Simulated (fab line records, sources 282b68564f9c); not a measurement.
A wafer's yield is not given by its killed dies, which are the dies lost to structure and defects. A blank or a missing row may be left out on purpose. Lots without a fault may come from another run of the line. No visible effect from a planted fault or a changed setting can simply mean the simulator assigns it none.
fab line records	flow ritCmos	part 1 of 2: steps 1 to 35 of 48
record: lots: 5	wafers: 15	lastDay: 7
route steps=202 shown GATE@93 REOX@98 NLDD@103 PLDD@114 SPACER@125 NSD@131
lots untouched by any fault: they come from a run of this same line in which no faults occurred
startH: the number of hours between the record's first day and the start of the first shown wafer of the lot	waitH: hours since the lot's step before	" same as the row above	L1.1+2: one row covering several wafers at once	- either no value or no given start	* or withheld: withheld	< > ~ a bound
route shown NAME@n: names a module that has steps shown in the file, with the first one's number in the route	usual: mean and standard deviation over wafers with no fault	same: alike in all rows	chamber/n: place in a boat	sites: readings site by site	_std_site: standard deviation across them	_edge_site: inner sites' mean taken away from outer sites' mean	radiusMm: for every site, how far away it sits from the centre of the wafer	mask NAME#n: copy n	behind: the last tool/chamber to shape the wafer	hold: reason for holding the lot/hours on hold/outcome of the hold	device: the transistor (n, p or np) that didn't switch	end of line: tests of these same wafers at the route's end	where a step has no rows: the recipe by itself	killed: dies that structure and defects cost at the first sort, which is not the same as the wafer's yield	map: shows each die of a wafer: x if killed, . if not, _ if none is there
set.NAME: the setting that was run; set.NAME@STEP: the one run at that earlier step	model.NAME: the simulator's own value behind a step, which no gauge read
certain route steps with their lots: each step a table, each wafer a row
services: when a tool's chamber went out of use (startH, in hours from the record's first day, below 0 if earlier), for how many hours, and the reason
== steps ==
step: RIT_GATE_OVL_MEAS_17
usual: GATE_OVL: 1.3/1.4
lot.wafer	tool	chamber	startH	waitH	GATE_OVL[nm]
L076.2	overlay-02	-	60.91	0.1	-0.9
L076.3	"	-	"	"	1.2
L076.6	"	-	"	"	1.8
L080.3	overlay-01	-	74.57	0.1	-1.6
L080.5	"	-	"	"	-1.5
L080.6	"	-	"	"	-3.3
L082.3	overlay-01	-	88.10	0.1	1.3
L082.5	"	-	"	"	0.9
L082.6	"	-	"	"	1.0
L092.1	overlay-01	-	138.01	0.1	2.9
L092.2	"	-	"	"	1.5
L092.6	"	-	"	"	2.8
L093.4	overlay-01	-	140.45	0.1	1.1
L093.5	"	-	"	"	0.2
L093.6	"	-	"	"	0.3
step: RIT_GATE_HARDBAKE_18
recipe: resist: NOVOLAK	tempC: 140	timeS: 60
lot.wafer	tool	chamber	startH	waitH
L076.2+3+6	lithoTrack-01	0	60.98	0.1
L080.3+5+6	lithoTrack-04	0	74.65	0.1
L082.3+5+6	lithoTrack-04	0	88.18	0.1
L092.1+2+6	lithoTrack-01	0	138.05	0.0
L093.4+5+6	lithoTrack-01	0	140.55	0.1
step: RIT_GATE_ETCH_19
recipe: chemistry: SF6/CHF3/O2	timeS: 165	SF6_flow_sccm: 30	CHF3_flow_sccm: 30	O2_flow_sccm: 5	target: poly-Si	pressureMtorr: 40	rfW: 160	targetDepthA: 3125	overEtchFrac: 0.25	stopOn: SiO2
usual: drypumpMotorCurrentA: 6.0/0.41	oesProductAu: 0.838/0.014	throttleValvePct: 10.20/0.18
lot.wafer	tool	chamber	startH	waitH	drypumpMotorCurrentA	oesProductAu	rfHoursCounterH	throttleValvePct
L076.2	rieSi-01	3	61.10	0.1	6.4	0.817	151	10.34
L076.3	"	2	"	"	5.9	0.863	2	9.97
L076.6	"	1	"	"	5.3	0.826	-	10.33
L080.3	rieSi-01	1	74.75	0.1	5.3	0.824	114	10.32
L080.5	"	0	"	"	5.7	0.834	-	10.51
L080.6	"	3	"	"	6.5	0.834	-	10.35
L082.3	rieSi-01	2	88.28	0.1	5.9	0.861	3	9.96
L082.5	"	3	"	"	6.5	0.832	-	10.34
L082.6	"	2	"	"	5.9	0.872	-	9.96
L092.1	rieSi-01	1	138.20	0.1	5.2	0.821	115	10.33
L092.2	"	3	"	"	6.4	0.835	0	10.34
L092.6	"	1	"	"	5.3	0.820	-	10.33
L093.4	rieSi-02	1	140.62	0.1	6.4	0.830	103	10.22
L093.5	"	2	"	"	6.1	0.834	-	10.31
L093.6	"	1	"	"	6.4	0.836	-	10.20
step: RIT_GATE_STRIP_20
recipe: chemistry: O2	timeS: 180	resist: NOVOLAK	platenTempC: withheld	powerW: 500	pressureMtorr: 4000	o2FlowSccm: 4000
usual: drypumpMotorCurrentA: 5.6/0.37
lot.wafer	tool	chamber	startH	waitH	drypumpMotorCurrentA	rfHoursCounterH
L076.2	plasmaAsher-02	0	61.21	0.1	6.1	39
L076.3	"	0	"	"	6.1	-
L076.6	"	1	"	"	5.3	-
L080.3	plasmaAsher-02	1	74.91	0.1	5.2	-
L080.5	"	1	"	"	5.3	-
L080.6	"	0	"	"	6.1	-
L082.3	plasmaAsher-01	1	88.45	0.1	5.5	-
L082.5	"	0	"	"	5.4	-
L082.6	"	1	"	"	5.6	-
L092.1	plasmaAsher-02	0	138.31	0.1	6.1	47
L092.2	"	1	"	"	5.3	47
L092.6	"	0	"	"	6.1	-
L093.4	plasmaAsher-04	1	140.79	0.1	5.0	-
L093.5	"	1	"	"	5.0	-
L093.6	"	0	"	"	6.0	-
step: RIT_GATE_CD_MEAS_90
recipe: targetCdNm: 150
usual: cdNm: 151/3.1
lot.wafer	tool	chamber	startH	waitH	cdNm
L076.2	cdSem-02	-	61.40	0.1	151
L076.3	"	-	"	"	151
L076.6	"	-	"	"	149
L080.3	cdSem-01	-	75.07	0.1	156
L080.5	"	-	"	"	155
L080.6	"	-	"	"	154
L082.3	cdSem-01	-	88.60	0.1	151
L082.5	"	-	"	"	152
L082.6	"	-	"	"	152
L092.1	cdSem-01	-	138.48	0.1	152
L092.2	"	-	"	"	150
L092.6	"	-	"	"	150
L093.4	cdSem-01	-	140.97	0.1	149
L093.5	"	-	"	"	149
L093.6	"	-	"	"	148
step: RIT_REOX_CLEAN_00
recipe: chemistry: SC1	mix: 3:3:50	timeS: 600	tempC: 75
lot.wafer	tool	chamber	startH	waitH
L076.2+3+6	wetBench-03	0	61.50	0.1
L080.3+5+6	wetBench-03	1	75.15	0.1
L082.3+5+6	wetBench-03	0	88.68	0.1
L092.1+2+6	wetBench-03	0	138.60	0.1
L093.4+5+6	wetBench-02	1	141.03	0.0
step: RIT_REOX_CLEAN_01
recipe: chemistry: dHF	dilution: 50:1	timeS: 30
lot.wafer	tool	chamber	startH	waitH
L076.2+3+6	wetBench-02	3	61.68	0.0
L080.3+5+6	wetBench-02	2	75.32	0.0
L082.3+5+6	wetBench-02	0	88.86	0.0
L092.1+2+6	wetBench-01	2	138.78	0.0
L093.4+5+6	wetBench-01	1	141.22	0.0
step: RIT_REOX_CLEAN_02
recipe: chemistry: SC2	mix: 3:3:50	timeS: 600	tempC: 75	dry: n2Spin
lot.wafer	tool	chamber	startH	waitH
L076.2+3+6	wetBench-01	2	61.70	0.0
L080.3+5+6	wetBench-01	3	75.34	0.0
L082.3+5+6	wetBench-01	1	88.87	0.0
L092.1+2+6	wetBench-02	1	138.79	0.0
L093.4+5+6	wetBench-03	1	141.24	0.0
step: RIT_REOX_OXIDATION_03
recipe: tempC: 900	ambient: O2	targetThkA: 252	oxTimeS: 5580
usual: tube_center_temp_C_max: 902.3/0.44
same: oxTimeS: 5580
lot.wafer	tool	chamber	startH	waitH	tube_center_temp_C_max
L076.2	furnace-04	0	62.11	0.2	901.6
L076.3	"	0	"	"	901.9
L076.6	"	0	"	"	901.4
L080.3	furnace-01	0	76.19	0.7	902.0
L080.5	"	0	"	"	902.6
L080.6	"	0	"	"	902.4
L082.3	furnace-01	0	89.06	0.0	901.9
L082.5	"	0	"	"	902.1
L082.6	"	0	"	"	902.6
L092.1	furnace-03	0	139.83	0.8	901.7
L092.2	"	0	"	"	902.3
L092.6	"	0	"	"	902.7
L093.4	furnace-03	0	142.38	1.0	902.7
L093.5	"	0	"	"	902.2
L093.6	"	0	"	"	901.8
step: RIT_REOX_THK_MEAS_04
recipe: reads: SiO2_of_REOX_OXIDATION_03
usual: REOX_OXIDE_THK: 25.0/0.52
lot.wafer	tool	chamber	startH	waitH	REOX_OXIDE_THK[nm]
L076.2	filmMetro-02	-	64.67	0.0	24.8
L076.3	"	-	"	"	24.7
L076.6	"	-	"	"	24.6
L080.3	filmMetro-02	-	78.76	0.0	24.8
L080.5	"	-	"	"	24.7
L080.6	"	-	"	"	24.8
L082.3	filmMetro-02	-	91.63	0.0	24.0
L082.5	"	-	"	"	24.3
L082.6	"	-	"	"	24.5
L092.1	filmMetro-01	-	142.38	0.0	25.4
L092.2	"	-	"	"	25.8
L092.6	"	-	"	"	25.3
L093.4	filmMetro-01	-	144.96	0.0	25.2
L093.5	"	-	"	"	25.3
L093.6	"	-	"	"	25.4
step: RIT_NLDD_HMDS_00
recipe: primeTimeS: 60	primeTempC: 140
lot.wafer	tool	chamber	startH	waitH
L076.2+3+6	lithoTrack-02	0	64.74	0.1
L080.3+5+6	lithoTrack-02	0	79.15	0.4
L082.3+5+6	lithoTrack-01	0	91.72	0.1
L092.1+2+6	lithoTrack-03	0	142.44	0.1
L093.4+5+6	lithoTrack-03	0	145.06	0.1
step: RIT_NLDD_COAT_01
recipe: resist: NOVOLAK	spinRpm: 3250	resistThkNm: 1000
lot.wafer	tool	chamber	startH	waitH
L076.2+3+6	lithoTrack-02	0	64.89	0.1
L080.3+5+6	lithoTrack-02	0	79.30	0.1
L082.3+5+6	lithoTrack-01	0	91.87	0.1
L092.1+2+6	lithoTrack-03	0	142.59	0.1
L093.4+5+6	lithoTrack-03	0	145.21	0.1
step: RIT_NLDD_SOFTBAKE_02
recipe: resist: NOVOLAK	tempC: 90	timeS: 60
lot.wafer	tool	chamber	startH	waitH
L076.2+3+6	lithoTrack-02	0	65.04	0.1
L080.3+5+6	lithoTrack-02	0	79.45	0.1
L082.3+5+6	lithoTrack-01	0	92.02	0.1
L092.1+2+6	lithoTrack-03	0	142.74	0.1
L093.4+5+6	lithoTrack-03	0	145.36	0.1
step: RIT_NLDD_EXPOSE_03
recipe: maskId: M7	na: 0.57	targetCdNm: 40700	doseMj: 250
lot.wafer	tool	chamber	startH	waitH	mask
L076.2+3+6	ilineStepper-01	0	65.19	0.1	M7#0
L080.3+5+6	ilineStepper-02	0	79.72	0.2	M7#0
L082.3+5+6	ilineStepper-01	0	92.16	0.1	M7#0
L092.1+2+6	ilineStepper-02	0	142.89	0.1	M7#0
L093.4+5+6	ilineStepper-02	0	145.50	0.1	M7#0
step: RIT_NLDD_PEB_04
recipe: resist: NOVOLAK	tempC: withheld	timeS: withheld
lot.wafer	tool	chamber	startH	waitH
L076.2+3+6	lithoTrack-02	0	65.31	0.1
L080.3+5+6	lithoTrack-02	0	79.85	0.1
L082.3+5+6	lithoTrack-02	0	92.35	0.2
L092.1+2+6	lithoTrack-03	0	143.00	0.1
L093.4+5+6	lithoTrack-02	0	145.63	0.1
step: RIT_NLDD_DEVELOP_05
recipe: resist: NOVOLAK	developTimeS: 50	devTempC: 23
usual: developerTempC: 23.02/0.11
lot.wafer	tool	chamber	startH	waitH	developerTempC
L076.2	lithoTrack-02	0	-	-	23.02
L076.3	"	0	"	"	23.12
L076.6	"	0	"	"	23.02
L080.3	lithoTrack-02	0	-	-	23.20
L080.5	"	0	"	"	23.15
L080.6	"	0	"	"	23.39
L082.3	lithoTrack-02	0	-	-	23.06
L082.5	"	0	"	"	23.06
L082.6	"	0	"	"	23.18
L092.1	lithoTrack-03	0	-	-	23.12
L092.2	"	0	"	"	23.00
L092.6	"	0	"	"	23.00
L093.4	lithoTrack-02	0	-	-	22.89
L093.5	"	0	"	"	22.86
L093.6	"	0	"	"	23.06
step: RIT_NLDD_OVL_MEAS_06
usual: NLDD_OVL: -0.3/1.6
lot.wafer	tool	chamber	startH	waitH	NLDD_OVL[nm]
L076.2	overlay-02	-	65.57	-	0.4
L076.3	"	-	"	"	1.9
L076.6	"	-	"	"	2.5
L080.3	overlay-02	-	80.09	-	-1.2
L080.5	"	-	"	"	0.1
L080.6	"	-	"	"	-0.1
L082.3	overlay-01	-	92.60	-	0.9
L082.5	"	-	"	"	-0.5
L082.6	"	-	"	"	1.0
L092.1	overlay-02	-	143.29	-	-2.2
L092.2	"	-	"	"	-2.2
L092.6	"	-	"	"	-2.2
L093.4	overlay-02	-	145.86	-	-3.4
L093.5	"	-	"	"	-0.8
L093.6	"	-	"	"	-3.2
step: RIT_NLDD_HARDBAKE_07
recipe: resist: NOVOLAK	tempC: 140	timeS: 60
lot.wafer	tool	chamber	startH	waitH
L076.2+3+6	lithoTrack-03	0	65.63	0.0
L080.3+5+6	lithoTrack-03	0	80.17	0.1
L082.3+5+6	lithoTrack-01	0	92.67	0.1
L092.1+2+6	lithoTrack-03	0	143.32	0.0
L093.4+5+6	lithoTrack-02	0	145.95	0.1
step: RIT_NLDD_IMPLANT_08
recipe: species: P	energyKev: 20	doseCm2: 5e+14	tiltDeg: 7
usual: faradayCurrentUA: 1572/30
lot.wafer	tool	chamber	startH	waitH	faradayCurrentUA
L076.2	implanter-04	0	65.78	0.1	1617
L076.3	"	0	"	"	1558
L076.6	"	0	"	"	1527
L080.3	implanter-02	0	80.32	0.1	1566
L080.5	"	0	"	"	1569
L080.6	"	0	"	"	1623
L082.3	implanter-02	0	92.82	0.1	1531
L082.5	"	0	"	"	1541
L082.6	"	0	"	"	1545
L092.1	implanter-02	0	143.47	0.1	1572
L092.2	"	0	"	"	1646
L092.6	"	0	"	"	1623
L093.4	implanter-02	0	146.10	0.1	1625
L093.5	"	0	"	"	1583
L093.6	"	0	"	"	1562
step: RIT_NLDD_STRIP_09
recipe: chemistry: O2	timeS: 180	resist: NOVOLAK	platenTempC: withheld	powerW: 500	pressureMtorr: 4000	o2FlowSccm: 4000
usual: drypumpMotorCurrentA: 5.9/0.45
lot.wafer	tool	chamber	startH	waitH	drypumpMotorCurrentA	rfHoursCounterH
L076.2	plasmaAsher-01	0	65.90	0.1	5.4	25
L076.3	"	0	"	"	5.4	-
L076.6	"	0	"	"	5.4	-
L080.3	plasmaAsher-02	1	80.47	0.1	5.3	-
L080.5	"	1	"	"	5.3	-
L080.6	"	0	"	"	6.1	-
L082.3	plasmaAsher-03	1	92.98	0.1	6.3	-
L082.5	"	1	"	"	6.3	-
L082.6	"	0	"	"	6.4	-
L092.1	plasmaAsher-03	1	143.62	0.1	6.4	50
L092.2	"	0	"	"	6.4	50
L092.6	"	0	"	"	6.4	-
L093.4	plasmaAsher-01	1	146.23	0.1	5.5	-
L093.5	"	1	"	"	5.6	-
L093.6	"	0	"	"	5.4	-
step: RIT_NLDD_TW_MEAS_10
usual: NLDD_TW: 2487/20
lot.wafer	tool	chamber	startH	waitH	NLDD_TW
L076.2	filmMetro-02	-	66.09	0.1	2485
L076.3	"	-	"	"	2502
L076.6	"	-	"	"	2512
L080.3	filmMetro-04	-	80.61	0.1	2470
L080.5	"	-	"	"	2455
L080.6	"	-	"	"	2475
L082.3	filmMetro-04	-	93.12	0.1	2463
L082.5	"	-	"	"	2462
L082.6	"	-	"	"	2457
L092.1	filmMetro-02	-	143.80	0.1	2480
L092.2	"	-	"	"	2476
L092.6	"	-	"	"	2475
L093.4	filmMetro-01	-	146.38	0.1	2498
L093.5	"	-	"	"	2511
L093.6	"	-	"	"	2504
step: RIT_PLDD_HMDS_00
recipe: primeTimeS: 60	primeTempC: 140
lot.wafer	tool	chamber	startH	waitH
L076.2+3+6	lithoTrack-04	0	66.17	0.1
L080.3+5+6	lithoTrack-01	0	80.70	0.1
L082.3+5+6	lithoTrack-01	0	93.21	0.1
L092.1+2+6	lithoTrack-03	0	143.86	0.1
L093.4+5+6	lithoTrack-01	0	146.48	0.1
step: RIT_PLDD_COAT_01
recipe: resist: NOVOLAK	spinRpm: 3250	resistThkNm: 1000
lot.wafer	tool	chamber	startH	waitH
L076.2+3+6	lithoTrack-04	0	66.32	0.1
L080.3+5+6	lithoTrack-01	0	80.85	0.1
L082.3+5+6	lithoTrack-01	0	93.36	0.1
L092.1+2+6	lithoTrack-03	0	144.01	0.1
L093.4+5+6	lithoTrack-01	0	146.63	0.1
step: RIT_PLDD_SOFTBAKE_02
recipe: resist: NOVOLAK	tempC: 90	timeS: 60
lot.wafer	tool	chamber	startH	waitH
L076.2+3+6	lithoTrack-04	0	66.47	0.1
L080.3+5+6	lithoTrack-01	0	81.00	0.1
L082.3+5+6	lithoTrack-01	0	93.51	0.1
L092.1+2+6	lithoTrack-03	0	144.16	0.1
L093.4+5+6	lithoTrack-01	0	146.78	0.1
step: RIT_PLDD_EXPOSE_03
recipe: maskId: M8	na: 0.57	targetCdNm: 40900	doseMj: 250
lot.wafer	tool	chamber	startH	waitH	mask
L076.2+3+6	ilineStepper-02	0	66.74	0.2	M8#0
L080.3+5+6	ilineStepper-02	0	81.26	0.2	M8#0
L082.3+5+6	ilineStepper-02	0	93.77	0.2	M8#0
L092.1+2+6	ilineStepper-01	0	144.43	0.2	M8#0
L093.4+5+6	ilineStepper-01	0	146.92	0.1	M8#0
step: RIT_PLDD_PEB_04
recipe: resist: NOVOLAK	tempC: withheld	timeS: withheld
lot.wafer	tool	chamber	startH	waitH
L076.2+3+6	lithoTrack-01	0	66.87	0.1
L080.3+5+6	lithoTrack-01	0	81.39	0.1
L082.3+5+6	lithoTrack-04	0	93.95	0.2
L092.1+2+6	lithoTrack-03	0	144.55	0.1
L093.4+5+6	lithoTrack-03	0	147.05	0.1
step: RIT_PLDD_DEVELOP_05
recipe: resist: NOVOLAK	developTimeS: 50	devTempC: 23
usual: developerTempC: 23.00/0.1
lot.wafer	tool	chamber	startH	waitH	developerTempC
L076.2	lithoTrack-01	0	-	-	22.94
L076.3	"	0	"	"	22.95
L076.6	"	0	"	"	22.95
L080.3	lithoTrack-01	0	-	-	22.81
L080.5	"	0	"	"	23.02
L080.6	"	0	"	"	23.04
L082.3	lithoTrack-04	0	-	-	23.11
L082.5	"	0	"	"	23.12
L082.6	"	0	"	"	23.04
L092.1	lithoTrack-03	0	-	-	22.98
L092.2	"	0	"	"	23.03
L092.6	"	0	"	"	22.95
L093.4	lithoTrack-03	0	-	-	23.02
L093.5	"	0	"	"	22.91
L093.6	"	0	"	"	23.00
step: RIT_PLDD_OVL_MEAS_06
usual: PLDD_OVL: -1.5/1.3
lot.wafer	tool	chamber	startH	waitH	PLDD_OVL[nm]
L076.2	overlay-01	-	67.13	-	-1.8
L076.3	"	-	"	"	-2.3
L076.6	"	-	"	"	-1.8
L080.3	overlay-01	-	81.64	-	-1.4
L080.5	"	-	"	"	-0.1
L080.6	"	-	"	"	-0.9
L082.3	overlay-02	-	94.20	-	-1.7
L082.5	"	-	"	"	-3.2
L082.6	"	-	"	"	-1.8
L092.1	overlay-02	-	144.83	-	-1.3
L092.2	"	-	"	"	-0.8
L092.6	"	-	"	"	-1.0
L093.4	overlay-02	-	147.28	-	-1.1
L093.5	"	-	"	"	0.6
L093.6	"	-	"	"	1.2
step: RIT_PLDD_HARDBAKE_07
recipe: resist: NOVOLAK	tempC: 140	timeS: 60
lot.wafer	tool	chamber	startH	waitH
L076.2+3+6	lithoTrack-04	0	67.19	0.0
L080.3+5+6	lithoTrack-03	0	81.71	0.1
L082.3+5+6	lithoTrack-03	0	94.27	0.1
L092.1+2+6	lithoTrack-01	0	144.87	0.0
L093.4+5+6	lithoTrack-01	0	147.37	0.1
step: RIT_PLDD_IMPLANT_08
recipe: species: BF2	energyKev: 20	doseCm2: 9e+14	tiltDeg: 7
usual: faradayCurrentUA: 2824/60
lot.wafer	tool	chamber	startH	waitH	faradayCurrentUA
L076.2	implanter-04	0	67.34	0.1	2794
L076.3	"	0	"	"	2771
L076.6	"	0	"	"	2792
L080.3	implanter-04	0	81.86	0.1	2838
L080.5	"	0	"	"	2904
L080.6	"	0	"	"	2813
L082.3	implanter-01	0	94.42	0.1	2899
L082.5	"	0	"	"	2924
L082.6	"	0	"	"	2766
L092.1	implanter-01	0	145.02	0.1	2711
L092.2	"	0	"	"	2819
L092.6	"	0	"	"	2877
L093.4	implanter-01	0	147.52	0.1	2740
L093.5	"	0	"	"	2866
L093.6	"	0	"	"	2748
step: RIT_PLDD_STRIP_09
recipe: chemistry: O2	timeS: 180	resist: NOVOLAK	platenTempC: withheld	powerW: 500	pressureMtorr: 4000	o2FlowSccm: 4000
usual: drypumpMotorCurrentA: 5.9/0.51
lot.wafer	tool	chamber	startH	waitH	drypumpMotorCurrentA	rfHoursCounterH
L076.2	plasmaAsher-02	0	67.46	0.1	6.1	40
L076.3	"	1	"	"	5.3	-
L076.6	"	1	"	"	5.3	-
L080.3	plasmaAsher-03	1	82.02	0.1	6.4	-
L080.5	"	1	"	"	6.4	-
L080.6	"	0	"	"	6.4	-
L082.3	plasmaAsher-02	1	94.58	0.1	5.3	-
L082.5	"	1	"	"	5.3	-
L082.6	"	0	"	"	6.1	-
L092.1	plasmaAsher-02	1	145.17	0.1	5.3	48
L092.2	"	0	"	"	6.1	48
L092.6	"	0	"	"	6.1	-
L093.4	plasmaAsher-04	0	147.65	0.1	6.0	-
L093.5	"	0	"	"	6.0	-
L093.6	"	1	"	"	5.0	-
step: RIT_PLDD_TW_MEAS_10
usual: PLDD_TW: 2344/19
lot.wafer	tool	chamber	startH	waitH	PLDD_TW
L076.2	filmMetro-01	-	67.65	0.1	2347
L076.3	"	-	"	"	2353
L076.6	"	-	"	"	2368
L080.3	filmMetro-02	-	82.16	0.1	2354
L080.5	"	-	"	"	2354
L080.6	"	-	"	"	2350
L082.3	filmMetro-04	-	94.72	0.1	2317
L082.5	"	-	"	"	2314
L082.6	"	-	"	"	2319
L092.1	filmMetro-02	-	145.35	0.1	2345
L092.2	"	-	"	"	2333
L092.6	"	-	"	"	2347
L093.4	filmMetro-01	-	147.80	0.1	2344
L093.5	"	-	"	"	2362
L093.6	"	-	"	"	2357
step: RIT_SPACER_CLEAN_00
recipe: chemistry: SC1	mix: 3:3:50	timeS: 600	tempC: 75
lot.wafer	tool	chamber	startH	waitH
L076.2+3+6	wetBench-02	0	67.70	0.0
L080.3+5+6	wetBench-04	3	82.20	0.0
L082.3+5+6	wetBench-01	0	94.76	0.0
L092.1+2+6	wetBench-01	0	145.41	0.1
L093.4+5+6	wetBench-02	2	147.83	0.0
step: RIT_SPACER_CLEAN_01
recipe: chemistry: dHF	dilution: 50:1	timeS: 30
lot.wafer	tool	chamber	startH	waitH
L076.2+3+6	wetBench-01	3	67.87	0.0
L080.3+5+6	wetBench-02	3	82.37	0.0
L082.3+5+6	wetBench-02	1	94.95	0.0
L092.1+2+6	wetBench-02	0	145.61	0.0
L093.4+5+6	wetBench-04	3	148.01	0.0
step: RIT_SPACER_CLEAN_02
recipe: chemistry: SC2	mix: 3:3:50	timeS: 600	tempC: 75	dry: n2Spin
lot.wafer	tool	chamber	startH	waitH
L076.2+3+6	wetBench-04	1	67.89	0.0
L080.3+5+6	wetBench-01	1	82.41	0.0
L082.3+5+6	wetBench-04	3	94.96	0.0
L092.1+2+6	wetBench-04	2	145.63	0.0
L093.4+5+6	wetBench-02	3	148.02	0.0
